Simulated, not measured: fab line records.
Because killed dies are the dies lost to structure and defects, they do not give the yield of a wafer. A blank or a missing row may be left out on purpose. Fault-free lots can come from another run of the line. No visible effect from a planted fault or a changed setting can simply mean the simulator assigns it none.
Which tool was responsible? -- flow berkeley-cmos170 -- 15 lots, 45 wafers sampled, at 3 steps of a route of 331

## WHAT EACH GAUGE READ, for each wafer
UCB170_NWELL_THK_MEAS_02. Usual: NWELL_OXIDE_THK 26.4 nm, standard deviation 0.64.
lot,measured,on,NWELL_OXIDE_THK (nm),flag
L143,day 2 01:37,film-metro-01,27.0 27.0 27.2,
L144,day 2 05:53,film-metro-02,26.4 26.4 26.5,
L145,day 2 11:00,film-metro-04,25.9 25.9 26.0,
L148,day 2 23:09,film-metro-01,26.3 27.0 26.3,
L149,day 3 07:43,film-metro-04,27.1 27.1 27.3,
L150,day 3 14:40,film-metro-04,26.3 26.5 26.5,
L151,day 3 14:40,film-metro-01,25.9 26.0 26.0,
L152,day 3 19:35,film-metro-01,25.7 26.2 26.0,
L153,day 4 02:05,film-metro-01,27.0 26.6 26.8,
L154,day 4 06:29,film-metro-02,27.0 26.9 26.9,
L155,day 4 10:59,film-metro-02,26.1 26.3 26.4,
L158,day 5 02:04,film-metro-04,26.5 26.8 26.4,
L159,day 5 07:17,film-metro-01,26.4 26.4 26.5,
L161,day 5 13:49,film-metro-01,27.0 27.1 26.9,
L160,day 5 13:50,film-metro-02,27.1 26.8 27.3,

UCB170_ACTIVE_THK_MEAS_06. Usual: ACTIVE_NITRIDE_THK 219.9 nm, standard deviation 1.7.
lot,measured,on,ACTIVE_NITRIDE_THK (nm),flag
L143,day 4 08:20,film-metro-03,219.3 223.1 220.7,
L144,day 4 08:20,film-metro-02,221.8 221.8 222.5,
L145,day 4 10:41,film-metro-02,219.2 219.5 220.0,
L148,day 5 01:08,film-metro-04,220.2 218.0 220.0,
L149,day 5 05:01,film-metro-02,217.9 218.1 217.4,
L150,day 5 14:29,film-metro-03,221.7 221.6 221.2,
L151,day 5 14:29,film-metro-02,220.0 217.4 218.7,
L152,day 5 21:31,film-metro-02,219.3 217.4 217.8,
L153,day 5 21:30,film-metro-04,217.6 217.3 217.6,
L154,day 5 21:34,film-metro-03,218.3 218.2 219.6,
L155,day 6 07:00,film-metro-04,220.0 217.7 220.3,
L158,day 7 01:52,film-metro-03,220.8 221.4 221.2,
L159,day 7 07:57,film-metro-02,224.5 223.6 222.7,
L161,day 7 07:57,film-metro-03,219.5 218.8 217.3,
L160,day 7 13:38,film-metro-03,218.5 219.4 219.9,

## TOOL THAT RAN EACH LOT (tool first, then ch and the chambers of the sampled wafers, then the start)
lot,UCB170_NWELL_ETCH_13
L143,"rie-diel-04 ch 1,2,3, day 2 13:04"
L144,"rie-diel-02 ch 0,1,2, day 2 13:23"
L145,"rie-diel-02 ch 0,1,2, day 2 17:22"
L148,"rie-diel-01 ch 1,2, day 3 07:21"
L149,"rie-diel-02 ch 0,1,2, day 3 13:07"
L150,"rie-diel-04 ch 0,2,3, day 3 22:35"
L151,"rie-diel-01 ch 0,1,2, day 3 22:45"
L152,"rie-diel-01 ch 0,2, day 4 06:05"
L153,"rie-diel-02 ch 0,1, day 4 08:41"
L154,"rie-diel-01 ch 1,3, day 4 10:53"
L155,"rie-diel-04 ch 0,2,3, day 4 18:38"
L158,"rie-diel-02 ch 2,3, day 5 08:52"
L159,"rie-diel-02 ch 0,1,3, day 5 14:47"
L161,"rie-diel-02 ch 0,2,3, day 5 19:55"
L160,"rie-diel-04 ch 0,1,2, day 5 20:11"
- UCB170_NWELL_ETCH_13: etches Si3N4 in CH3F/Ar/O2, stops on SiO2, target depth 246.4 nm, time 154 s.

## AS READ BY THE TOOLS THEMSELVES (means over the sampled wafers that have a number; for cases with no such wafer, the mark the record gives instead)
UCB170_NWELL_ETCH_13. Usual: O2_flow_sccm 6.997 sccm, standard deviation 0.02; drypump-motor-current-A 5.6 A, standard deviation 0.34; oes-product-au 0.943 a.u., standard deviation 0.017; throttle-valve-pct 8.04 %, standard deviation 0.11.
lot,tool,O2_flow_sccm (sccm),drypump-motor-current-A (A),oes-product-au (a.u.),throttle-valve-pct (%),flag
L143,rie-diel-04,7.013,5.2,0.925,8.15,
L144,rie-diel-02,7.001,5.5,0.952,7.95,
L145,rie-diel-02,6.988,5.5,0.951,7.95,
L148,rie-diel-01,6.990,6.0,0.947,8.06,
L149,rie-diel-02,7.024,5.5,0.949,7.94,
L150,rie-diel-04,6.998,5.4,0.941,8.20,
L151,rie-diel-01,7.002,6.0,0.959,8.06,
L152,rie-diel-01,6.988,5.8,0.937,8.08,
L153,rie-diel-02,7.002,5.5,0.941,7.93,
L154,rie-diel-01,7.006,5.9,0.944,7.93,
L155,rie-diel-04,6.985,5.4,0.956,8.19,
L158,rie-diel-02,7.019,5.9,0.946,7.99,
L159,rie-diel-02,6.983,5.7,0.940,7.95,
L161,rie-diel-02,7.000,5.7,0.955,7.96,
L160,rie-diel-04,6.997,5.3,0.942,8.17,

## THE ANSWER, worked out from the rows above alone
Rule: take the mean of a lot's wafers that have a number; if it is more than 3 standard deviations from the usual mean, the lot is off. Also off: a lot with no number at a reading for which 4 or more lots have one. Any other lot the step has rows for is counted as sound. The gauges are gone through in route order, then the tools' own readings, and for those a lot's mean is taken as printed above. The first step at which some lot is off is used, and at that step the reading that is off furthest; a lot without a number counts as furthest.
Nothing can be told from this: no lot is off at any reading shown.

## WHAT WAS PUT IN BY THE SIMULATOR
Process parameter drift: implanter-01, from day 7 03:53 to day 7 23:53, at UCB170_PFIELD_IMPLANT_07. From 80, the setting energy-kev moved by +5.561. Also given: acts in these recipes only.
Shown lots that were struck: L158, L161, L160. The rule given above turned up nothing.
